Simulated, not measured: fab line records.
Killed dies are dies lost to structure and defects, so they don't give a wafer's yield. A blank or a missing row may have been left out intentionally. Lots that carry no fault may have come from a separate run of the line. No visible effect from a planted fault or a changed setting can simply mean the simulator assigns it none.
A struck lot beside a sound one | flow ritCmos | 14 out of 202 route steps
Sound: these wafers, L532.1, L532.2, L532.4. The struck wafers were L530.2, L530.3, L530.5. The cause is named last.
Each step with rows lists, per side, the tool, then ch with its chambers, then its first start. Under that, the readings that differ: sound wafers | struck wafers | difference of the means | sigmas: that difference in standard deviations of wafers without a fault.
alike: readings with means less than 2 such deviations apart, plus words and numbers identical on both sides. not compared: withheld readings, readings lacking a value on some wafer, bounds such as >300 that could conceal the same value, and numbers that have no deviation in the record and whose values overlap.
Wherever a step has rows on one side only, a row that says differs or no value, or a row with sigmas, the two part there. When numbers do not overlap yet have no deviation, they are printed without sigmas and do not part them. A reading that every wafer of one side lacks parts them only if that side has two wafers or more.

first, 1 step without rows for these wafers: RIT_PLDD_IMPLANT_08.
RIT_PLDD_STRIP_09: strips in O2, time 180 s.
  sound on plasmaAsher-02 ch 0,1, day 5 16:55; struck on plasmaAsher-04 ch 0, day 5 08:44
  alike: drypumpMotorCurrentA
  not compared: rfHoursCounterH
RIT_PLDD_TW_MEAS_10:
  struck on filmMetro-01, day 5 08:56; sound on filmMetro-01, day 5 17:05
  alike: PLDD_TW
then, 4 steps without rows for these wafers: RIT_SPACER_CLEAN_00 (cleans in SC1, time 600 s); RIT_SPACER_CLEAN_01 (cleans in dHF, time 30 s); RIT_SPACER_CLEAN_02 (cleans in SC2, time 600 s); RIT_SPACER_CVD_03 (deposits Si3N4 from SiH2Cl2/NH3, target thk 250 nm, time 3300 s).
RIT_SPACER_THK_MEAS_04:
  struck on filmMetro-04, day 5 11:16; sound on filmMetro-01, day 5 20:23
  alike: SPACER_NITRIDE_THK
RIT_SPACER_ETCHBACK_05: etches Si3N4 in SF6/CHF3, stops on SiO2, target depth 250 nm, time 240 s.
  sound on rieDiel-04 ch 1,2,3, day 5 20:27; struck on rieDiel-03 ch 0,2,3, day 5 11:19
  alike: drypumpMotorCurrentA, oesProductAu, throttleValvePct
  not compared: rfHoursCounterH
then, 3 steps without rows for these wafers: RIT_NSD_HMDS_00 (prime time 60 s); RIT_NSD_COAT_01 (resist thk 1000 nm); RIT_NSD_SOFTBAKE_02 (time 60 s).
RIT_NSD_EXPOSE_03: exposes mask M9, target cd 40700 nm.
  sound on ilineStepper-01 ch 0, day 5 21:11; struck on ilineStepper-01, day 5 12:08
  no value came back on the struck wafers for exposureDoseMJCm2, focusOffsetNm (nm); on the sound wafers exposureDoseMJCm2 reads 249.81 249.82 250.01
  alike: mask
then, 1 step without rows for these wafers: RIT_NSD_PEB_04.

## WHERE THEY PART
Only at RIT_NSD_EXPOSE_03, within this record.

WHY: the cause the simulator had injected
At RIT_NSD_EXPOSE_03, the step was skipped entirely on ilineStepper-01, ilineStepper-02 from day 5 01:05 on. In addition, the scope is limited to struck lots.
